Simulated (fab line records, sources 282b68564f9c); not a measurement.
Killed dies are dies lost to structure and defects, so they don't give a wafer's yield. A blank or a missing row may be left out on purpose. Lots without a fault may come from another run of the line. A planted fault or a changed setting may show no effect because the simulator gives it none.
One fault seen from 2 desks | flow rit_cmos | each desk has only its own numbers; what lay behind them comes last

THE TOOL OWNER'S DESK: litho_track-03
The tool's own readings at RIT_PRETRO_SOFTBAKE_02 (time 60 s): means of the sampled wafers that have a number, for each lot that ran on this tool. A lot is out of limits, marked OUT, if its mean lies more than 4 standard deviations from the usual mean; the brackets give that distance.
Columns: A = chill_plate_temp_C at RIT_PRETRO_SOFTBAKE_02, usual 22.98 C; B = exhaust_pa at RIT_PRETRO_SOFTBAKE_02, usual 45.0 Pa; C = heater_power_total_W at RIT_PRETRO_SOFTBAKE_02, usual 34.56 W; D = plate_temp_C at RIT_PRETRO_SOFTBAKE_02, usual 89.99 C
lot  | first seen here | A     | B    | C               | D
L574 | day 3 03:58     | 22.89 | 44.4 | 34.54           | 89.91
L583 | day 4 23:05     | 22.94 | 44.1 | 35.60 (+22) OUT | 91.90 (+16) OUT
L584 | day 5 04:10     | 23.00 | 45.6 | 35.54 (+20) OUT | 92.05 (+17) OUT
This desk's finding: out of limits on L583, L584; first on L583, day 4 23:05 (heater_power_total_W at RIT_PRETRO_SOFTBAKE_02). In limits: L574.

THE METROLOGY DESK
What the gauges read, lot by lot, whatever tool the lot ran on: means of the sampled wafers that have a number. A lot is out of limits, marked OUT, if its mean lies more than 4 standard deviations from the usual mean; the brackets give that distance.
Columns: A = NRETRO_OVL at RIT_NRETRO_OVL_MEAS_06, usual 0.0 nm; B = NRETRO_TW at RIT_NRETRO_TW_MEAS_10, usual 1048; C = PRETRO_OVL at RIT_PRETRO_OVL_MEAS_06, usual 1.0 nm
lot  | first seen here | A    | B    | C
L573 | day 2 21:19     | -0.7 | 1056 | 1.3
L574 | day 3 02:59     | 1.0  | 1045 | 2.3
L583 | day 4 22:07     | -0.0 | 1040 | 2.6
L584 | day 5 03:12     | 0.4  | 1050 | 1.9
L585 | day 5 08:26     | 0.7  | 1050 | 1.1
L587 | day 5 18:33     | 0.1  | 1050 | 0.8
This desk's finding: nothing out of limits on any of the 6 lots.

PUT TOGETHER
The tool owner's desk could have raised an alarm at day 4 23:05, on L583, L584.
The metrology desk saw nothing out of limits.
The metrology desk has L583, L584 on record, within its limits.
Of the lots named, all ran RIT_PRETRO_SOFTBAKE_02 on litho_track-03.

WHAT THE SIMULATOR HAD PUT IN
Process parameter drift: litho_track-03, from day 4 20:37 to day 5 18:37, at RIT_PRETRO_SOFTBAKE_02. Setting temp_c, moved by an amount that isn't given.
Lots struck among those shown: L583, L584.
Hours from the fault's start to each desk's first reading out of limits: the tool owner's desk, 2.
